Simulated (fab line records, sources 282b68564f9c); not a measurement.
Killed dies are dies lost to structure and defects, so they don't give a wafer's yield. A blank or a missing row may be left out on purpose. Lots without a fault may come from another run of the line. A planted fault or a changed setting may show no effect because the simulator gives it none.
Tool commonality check | flow rit_cmos | 14 lots, 42 wafers sampled

WHY IT WAS OPENED
At RIT_PLDD_TW_MEAS_10 the reading PLDD_TW is flagged on 2 of 14 lots. Wafers without a fault read 2330, standard deviation 12.
Rule: a lot is flagged when every wafer of it that has a number lies more than 4 standard deviations from that mean, or none has a number. The other lots count as sound.

lot  | measured    | on            | PLDD_TW, wafer by wafer | flag
L866 | day 2 20:40 | film_metro-04 | 2314 2325 2327          |
L867 | day 2 23:45 | film_metro-03 | 2336 2331 2331          |
L868 | day 3 07:00 | film_metro-04 | 2325 2336 2338          |
L869 | day 3 10:59 | film_metro-02 | 2329 2326 2315          |
L870 | day 3 17:26 | film_metro-03 | 2334 2330 2331          |
L871 | day 3 20:54 | film_metro-04 | 2343 2333 2324          |
L875 | day 4 17:17 | film_metro-04 | 2311 2329 2304          |
L876 | day 4 20:59 | film_metro-03 | 1672 1670 1667          | FLAGGED
L878 | day 5 06:52 | film_metro-04 | 1665 1671 1666          | FLAGGED
L883 | day 6 08:51 | film_metro-03 | 2325 2335 2333          |
L884 | day 6 14:05 | film_metro-03 | 2342 2348 2339          |
L887 | day 7 06:19 | film_metro-03 | 2357 2330 2338          |
L888 | day 7 11:25 | film_metro-04 | 2314 2324 2330          |
L889 | day 7 18:35 | film_metro-02 | 2321 2313 2324          |
The numbers of the flagged lots are 1668 on average: -662 against the usual, or -55 standard deviations.

WHICH TOOL RAN EACH LOT
The record holds 1 process step before the reading, out of a route of 202 steps. In each cell: the tool, then ch and the chambers that the sampled wafers went through, then the start.
lot  | flag    | RIT_PLDD_IMPLANT_08
L866 |         | implanter-03 ch 0, day 2 20:20
L867 |         | implanter-02 ch 0, day 2 23:26
L868 |         | implanter-03 ch 0, day 3 06:40
L869 |         | implanter-03 ch 0, day 3 10:39
L870 |         | implanter-03 ch 0, day 3 17:07
L871 |         | implanter-03 ch 0, day 3 20:34
L875 |         | implanter-03 ch 0, day 4 16:58
L876 | FLAGGED | implanter-02 ch 0, day 4 20:40
L878 | FLAGGED | implanter-02 ch 0, day 5 06:32
L883 |         | implanter-01 ch 0, day 6 08:32
L884 |         | implanter-03 ch 0, day 6 13:47
L887 |         | implanter-03 ch 0, day 7 06:00
L888 |         | implanter-03 ch 0, day 7 11:05
L889 |         | implanter-03 ch 0, day 7 18:18
What these steps do:
- RIT_PLDD_IMPLANT_08
- RIT_PLDD_TW_MEAS_10

FLAGGED OVER TOTAL, TOOL BY TOOL (the gauges that took the reading come last)
step                | tool          | lots run | flagged | share of the flagged lots | sound lots run after its first flagged lot
RIT_PLDD_IMPLANT_08 | implanter-01  | 1        | 0       | none                      | -
RIT_PLDD_IMPLANT_08 | implanter-02  | 3        | 2       | all                       | 0
RIT_PLDD_IMPLANT_08 | implanter-03  | 10       | 0       | none                      | -
RIT_PLDD_TW_MEAS_10 | film_metro-02 | 2        | 0       | none                      | -
RIT_PLDD_TW_MEAS_10 | film_metro-03 | 6        | 1       | some                      | 3 (L883,L884,L887)
RIT_PLDD_TW_MEAS_10 | film_metro-04 | 6        | 1       | some                      | 1 (L888)

WHAT THE TABLE ALLOWS
1 row of the table ran every flagged lot: implanter-02 at RIT_PLDD_IMPLANT_08.
- implanter-02 at RIT_PLDD_IMPLANT_08: 2 of its 3 lots flagged. Its last sound lot is L867 (day 2 23:26), its first flagged lot L876 (day 4 20:40): a fault that began between those two fits. Its own readings lie more than 4 standard deviations out on every wafer of the flagged lots: dose_ions_cm2, faraday_current_uA.
One tool is left: implanter-02 at RIT_PLDD_IMPLANT_08.

WHAT THE SIMULATOR HAD PUT IN
Process parameter drift: implanter-02, from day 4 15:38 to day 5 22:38, at RIT_PLDD_IMPLANT_08. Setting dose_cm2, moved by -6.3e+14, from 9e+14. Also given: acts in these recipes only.
Lots struck among those shown: L876, L878. The rule above found the same.
